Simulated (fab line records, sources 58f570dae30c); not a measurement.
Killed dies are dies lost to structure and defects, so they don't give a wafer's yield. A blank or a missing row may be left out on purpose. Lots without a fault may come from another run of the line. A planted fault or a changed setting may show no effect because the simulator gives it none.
Which tool did it? | flow berkeley_cmos170 | 13 lots, 39 wafers sampled, at 3 steps of a route of 331

WHAT THE GAUGES READ, wafer by wafer
UCB170_M2_RS_MEAS_02: measures by four-point-probe. Usual: M2_AL_RS 0.0322 ohm/sq, standard deviation 0.00034.
lot  | measured     | on            | M2_AL_RS (ohm/sq)    | flag
L364 | day 9 09:56  | film_metro-03 | 0.0319 0.0325 0.0325 |
L363 | day 9 11:03  | film_metro-04 | 0.0317 0.0321 0.0322 |
L365 | day 9 12:22  | film_metro-04 | 0.0322 0.0325 0.0322 |
L366 | day 10 04:20 | film_metro-04 | 0.0323 0.0323 0.0321 |
L368 | day 10 20:55 | film_metro-02 | 0.0322 0.0320 0.0324 |
L370 | day 11 01:07 | film_metro-03 | 0.0323 0.0326 0.0327 |
L369 | day 11 04:49 | film_metro-03 | 0.0323 0.0325 0.0325 |
L373 | day 11 11:29 | film_metro-02 | 0.0316 0.0312 0.0313 |
L377 | day 12 00:46 | film_metro-02 | 0.0322 0.0320 0.0320 |
L376 | day 12 01:03 | film_metro-02 | 0.0325 0.0321 0.0324 |
L374 | day 12 01:19 | film_metro-02 | 0.0319 0.0322 0.0321 |
L378 | day 12 13:01 | film_metro-04 | 0.0323 0.0322 0.0331 |
L385 | day 14 02:11 | film_metro-02 | 0.0243 0.0324 0.0325 | OFF

UCB170_M2_THK_MEAS_03: measures by xrf. Usual: M2_AL_THK 890 nm, standard deviation 12.
lot  | measured     | on            | M2_AL_THK (nm) | flag
L364 | day 9 10:02  | film_metro-03 | 901 879 886    |
L363 | day 9 11:10  | film_metro-04 | 894 874 882    |
L365 | day 9 12:29  | film_metro-04 | 885 875 881    |
L366 | day 10 04:27 | film_metro-04 | 879 876 880    |
L368 | day 10 21:01 | film_metro-02 | 889 894 878    |
L370 | day 11 01:13 | film_metro-03 | 896 880 887    |
L369 | day 11 04:56 | film_metro-03 | 899 889 893    |
L373 | day 11 11:35 | film_metro-02 | 913 923 921    |
L377 | day 12 00:52 | film_metro-02 | 884 895 892    |
L376 | day 12 01:09 | film_metro-02 | 878 892 883    |
L374 | day 12 01:25 | film_metro-02 | 900 893 895    |
L378 | day 12 13:07 | film_metro-04 | 878 881 850    |
L385 | day 14 02:18 | film_metro-02 | 1183 889 883   | OFF

WHICH TOOL RAN EACH LOT (tool, then ch and the chambers of the sampled wafers, then the start)
lot  | UCB170_M2_SPUTTER_01
L364 | pvd_sputter-01, day 9 09:50
L363 | pvd_sputter-02, day 9 10:58
L365 | pvd_sputter-03, day 9 12:16
L366 | pvd_sputter-01, day 10 04:14
L368 | pvd_sputter-02, day 10 20:48
L370 | pvd_sputter-01, day 11 01:00
L369 | pvd_sputter-02, day 11 04:43
L373 | pvd_sputter-01, day 11 11:23
L377 | pvd_sputter-01, day 12 00:39
L376 | pvd_sputter-02, day 12 00:56
L374 | pvd_sputter-01, day 12 01:13
L378 | pvd_sputter-02, day 12 12:53
L385 | pvd_sputter-02, day 14 02:06
- UCB170_M2_SPUTTER_01: material Al, target thk 900 nm, time 120 s.

WHAT THE TOOLS THEMSELVES READ (means of the sampled wafers that have a number; where no wafer has one, the mark that the record gives instead)
UCB170_M2_SPUTTER_01. Usual: throttle_valve_pct 30.5 %, standard deviation 1.1.
lot  | tool           | throttle_valve_pct (%) | flag
L364 | pvd_sputter-01 | 30.0                   |
L363 | pvd_sputter-02 | 30.8                   |
L365 | pvd_sputter-03 | 29.9                   |
L366 | pvd_sputter-01 | 30.6                   |
L368 | pvd_sputter-02 | 30.4                   |
L370 | pvd_sputter-01 | 30.6                   |
L369 | pvd_sputter-02 | 31.3                   |
L373 | pvd_sputter-01 | 30.5                   |
L377 | pvd_sputter-01 | 30.0                   |
L376 | pvd_sputter-02 | 30.2                   |
L374 | pvd_sputter-01 | 29.8                   |
L378 | pvd_sputter-02 | 31.7                   |
L385 | pvd_sputter-02 | 31.2                   |

THE ANSWER, worked out from the rows above alone
Rule: a lot is off if the mean of its wafers that have a number lies more than 3 standard deviations from the usual mean. A lot without any number at a reading at which 4 lots or more have one is off too. The other lots that the step has rows for count as sound. The gauges are gone through in route order, then the tools' own readings, and for those a lot's mean is taken as printed above. The first step at which some lot is off is used, and at that step the reading that is off furthest; a lot without a number counts as furthest.
Off: L385, at UCB170_M2_RS_MEAS_02 (M2_AL_RS).
A tool fits if, at a process step before that reading, it ran every lot that is off, and no sound lot after the first of them. The gauges at UCB170_M2_RS_MEAS_02 are tried like those tools. Can't be told from this: 2 tools fit, pvd_sputter-02 at UCB170_M2_SPUTTER_01, film_metro-02 at UCB170_M2_RS_MEAS_02.

WHAT THE SIMULATOR HAD PUT IN
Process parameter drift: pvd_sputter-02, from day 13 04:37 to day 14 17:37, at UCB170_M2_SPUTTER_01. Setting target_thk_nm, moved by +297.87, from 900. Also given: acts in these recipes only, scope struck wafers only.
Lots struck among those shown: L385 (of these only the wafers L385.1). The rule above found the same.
